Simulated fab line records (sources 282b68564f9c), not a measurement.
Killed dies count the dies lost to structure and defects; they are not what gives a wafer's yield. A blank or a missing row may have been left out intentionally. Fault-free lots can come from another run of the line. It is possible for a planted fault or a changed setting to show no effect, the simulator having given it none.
A struck lot beside a sound one	flow rit cmos	19 out of 202 route steps
Sound: wafers L323.1, L323.2, L323.3. Wafers L324.2, L324.4, L324.5 were the ones struck. At the end, the cause is stated.
For every step that has rows: the tool of each side, followed by ch and its chambers, followed by its first start. Under that, the readings that differ: sound wafers	struck wafers	difference of the means	sigmas: that difference in standard deviations of wafers without a fault.
alike: words and numbers the same on both sides, and readings whose means are apart by under 2 such deviations; not compared: readings that were withheld, readings missing a value for some wafer, numbers with overlapping values and no deviation given by the record, and bounds like >300 which may hide the same value.
The two part at a step that has a row with sigmas, a row that says differs or no value, or rows on one side only. Numbers that don't overlap but have no deviation are shown without sigmas and don't part them. Lack of a reading on every wafer of one side parts them only where that side has two or more wafers.

RIT_M1_SPUTTER_00: material Al, target thk 400 nm, time 500 s.
  sound on pvd sputter-04, day 3 21:53; struck on pvd sputter-03, day 3 23:59
  alike: throttle valve pct
RIT_M1_RS_MEAS_01: measurement is done with a four-point probe.
  sound on film metro-02, day 3 22:10; struck on film metro-03, day 4 00:18
  alike: M1_AL_RS
RIT_M1_THK_MEAS_02: measures by xrf.
  sound on film metro-02, day 3 22:17; struck on film metro-03, day 4 00:25
  alike: M1_AL_THK
then, 6 steps without rows for these wafers: RIT_M1_HMDS_03 (prime time 60 s); RIT_M1_COAT_04 (resist thk 1300 nm); RIT_M1_SOFTBAKE_05 (time 60 s); RIT_M1_EXPOSE_06 (exposes mask M12, target cd 2600 nm); RIT_M1_PEB_07; RIT_M1_DEVELOP_08 (develop time 68 s).
RIT_M1_CD_MEAS_09: the cd target is 2600 nm.
  sound on cd sem-02, day 3 23:22; struck on cd sem-02, day 4 01:29
  alike: cd nm
RIT_M1_OVL_MEAS_10:
  sound on overlay-01, day 3 23:29; struck on overlay-02, day 4 01:35
  alike: M1_OVL
then, 1 step without rows for these wafers: RIT_M1_HARDBAKE_11 (time 120 s).
RIT_M1_METAL_ETCH_12: etches Al in Cl2/BCl3, stops on SiO2, time 165 s, target depth 600 nm.
  sound on rie metal-02 ch 0,1, day 3 23:46; struck on rie metal-04 ch 0,1, day 4 01:58
  no value came back on the struck wafers for any of 6 readings (bcl3 flow sccm (sccm), chamber pressure mTorr (mTorr) and others); on the sound wafers bcl3 flow sccm (sccm) reads 50.28 50.12 49.94
reading	sound	struck	difference	sigmas
model.NOVOLAK_of_M1_COAT_04.thk nm (nm)	817.2 815.7 814.8	1136 1136 1138	+321	
model.SiO2_of_CONTACT_CVD_00.thk nm (nm)	363.6 361.5 364.1	390.7 399.3 389.8	+30.2	
  not compared: rf hours counter h
then, 1 step without rows for these wafers: RIT_M1_STRIP_13 (strips in nmp, time 600 s).
RIT_M1_STRIP_14: strips in O2, time 180 s.
  sound on plasma asher-04 ch 0,1, day 4 00:06; struck on plasma asher-01 ch 0,1, day 4 02:19
  alike: drypump motor current A
  not compared: rf hours counter h
RIT_M1_CD_MEAS_90: the cd target is 2600 nm.
  sound on cd sem-02, day 4 00:17; struck on cd sem-01, day 4 02:30
reading	sound	struck	difference	sigmas
cd nm (nm)	2601.0 2599.5 2601.5	- - -	no value on the struck wafers	
then, 1 step without rows for these wafers: RIT_M1_ANNEAL_15 (time 1800 s).
RIT_M1_BOW_MEAS_16:
  sound on film metro-03, day 4 01:54; struck on film metro-03, day 4 04:07
reading	sound	struck	difference	sigmas
M1_BOW (um)	25 10 18	-3 -1 3	-18	-3
RIT_M1_PROBE_99:
  sound on prober-01, day 4 02:01; struck on prober-02, day 4 04:16
reading	sound	struck	difference	sigmas
defect limited yield (%)	97.7 97.3 98.1	0 0 0	-98	-98
killed_at_M0_to_M3	0 0 0	256 258 255	+256	+99 or more
killed dies	6 7 5	264 264 264	+258	+92
killed on rim	3 0 2	70 70 70	+68	+53
sort_bin_5_function (%)	0.4 2.3 1.1	98.9 98.5 98.9	+97.5	+99 or more
sort n pass	258.0 257.0 259.0	0 0 0	-258	-92
sort yield pct (%)	97.7 97.3 98.1	0 0 0	-98	-98
  alike: killed at contacts, killed at front end, killed open, killed short, sort_bin_3_pad_short, sort_bin_6_memory

## WHERE THEY PART
First at RIT_M1_METAL_ETCH_12; last, within this record, at RIT_M1_PROBE_99.

WHY: what had been put in by the simulator
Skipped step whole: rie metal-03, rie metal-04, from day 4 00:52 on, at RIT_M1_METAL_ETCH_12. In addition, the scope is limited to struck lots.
